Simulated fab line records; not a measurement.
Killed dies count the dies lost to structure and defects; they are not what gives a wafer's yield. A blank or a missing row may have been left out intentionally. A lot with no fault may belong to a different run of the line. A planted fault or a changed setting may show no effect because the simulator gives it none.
Struck lot and sound lot, side by side	flow berkeley cmos170	17 steps out of a route of 331
Sound: wafers L906.2, L906.4, L906.5. Struck: wafers L913.2, L913.3, L913.4. The cause comes at the end.
Order at every step that has rows: each side's tool, ch and its chambers, its first start. Under that, the readings that differ: sound wafers	struck wafers	difference of the means	sigmas: that difference in standard deviations of wafers without a fault.
alike: words and numbers the same on both sides, and readings whose means are apart by under 2 such deviations; not compared: readings that were withheld, readings missing a value for some wafer, numbers with overlapping values and no deviation given by the record, and bounds like >300 which may hide the same value.
The two part at a step that has a row with sigmas, a row that says differs or no value, or rows on one side only. Non-overlapping numbers with no deviation appear without sigmas and do not part them. A reading missing from all wafers of one side parts the sides only when that side holds two or more wafers.

first, 2 steps without rows for these wafers: UCB170_PLDD_PEB_04; UCB170_PLDD_DEVELOP_05 (develop time 45 s).
UCB170_PLDD_CD_MEAS_06 targets a cd of 1200 nm.
  sound: cd sem-02 at day 7 19:02; struck: cd sem-02 at day 8 18:14
  alike: cd nm
UCB170_PLDD_OVL_MEAS_07:
  sound: overlay-01 at day 7 19:09; struck: overlay-02 at day 8 18:21
  alike: PLDD_OVL
then, 2 steps without rows for these wafers: UCB170_PLDD_IMPLANT_08; UCB170_PLDD_IMPLANT_09.
UCB170_PLDD_STRIP_10: strips in O2.
  sound on plasma asher-01 ch 1, day 7 19:29; struck on plasma asher-01 ch 0,1, day 8 18:44
  alike: chamber pressure mTorr, drypump motor current A, oes product au, strip time to endpoint s
  not compared: rf hours counter h
UCB170_PLDD_TW_MEAS_11:
  sound: film metro-04 at day 7 19:35; struck: film metro-04 at day 8 18:51
  alike: PLDD_TW
then, 4 steps without rows for these wafers: UCB170_PLDD_CLEAN_12 (cleans in SPM, time 600 s); UCB170_NLDD_HMDS_00 (prime time 60 s); UCB170_NLDD_COAT_01 (resist thk 900 nm); UCB170_NLDD_SOFTBAKE_02 (time 60 s).
UCB170_NLDD_EXPOSE_03: exposes mask NSELECT, target cd 1200 nm.
  sound on krf scanner-01 ch 0, day 7 20:25; struck on krf scanner-01 ch 0, day 8 19:59
reading	sound	struck	difference	sigmas
mask	NSELECT#0 NSELECT#0 NSELECT#0	NSELECT_R1#0 NSELECT_R1#0 NSELECT_R1#0	differs	
then, 2 steps without rows for these wafers: UCB170_NLDD_PEB_04; UCB170_NLDD_DEVELOP_05 (develop time 45 s).
UCB170_NLDD_CD_MEAS_06 targets a cd of 1200 nm.
  sound: cd sem-02 at day 7 20:49; struck: cd sem-02 at day 8 20:50
reading	sound	struck	difference	sigmas
cd nm (nm)	1201.1 1201.8 1200.1	959.4 959.6 961.1	-241.0	-99 or more
  not compared: hold
UCB170_M3_PROBE_99:
  sound wafers here have rows in the record (prober-01, day 9 10:26); struck ones have none

WHERE THEY PART
Earliest at UCB170_NLDD_EXPOSE_03; latest, in this record, at UCB170_M3_PROBE_99.

WHY: the cause the simulator had injected
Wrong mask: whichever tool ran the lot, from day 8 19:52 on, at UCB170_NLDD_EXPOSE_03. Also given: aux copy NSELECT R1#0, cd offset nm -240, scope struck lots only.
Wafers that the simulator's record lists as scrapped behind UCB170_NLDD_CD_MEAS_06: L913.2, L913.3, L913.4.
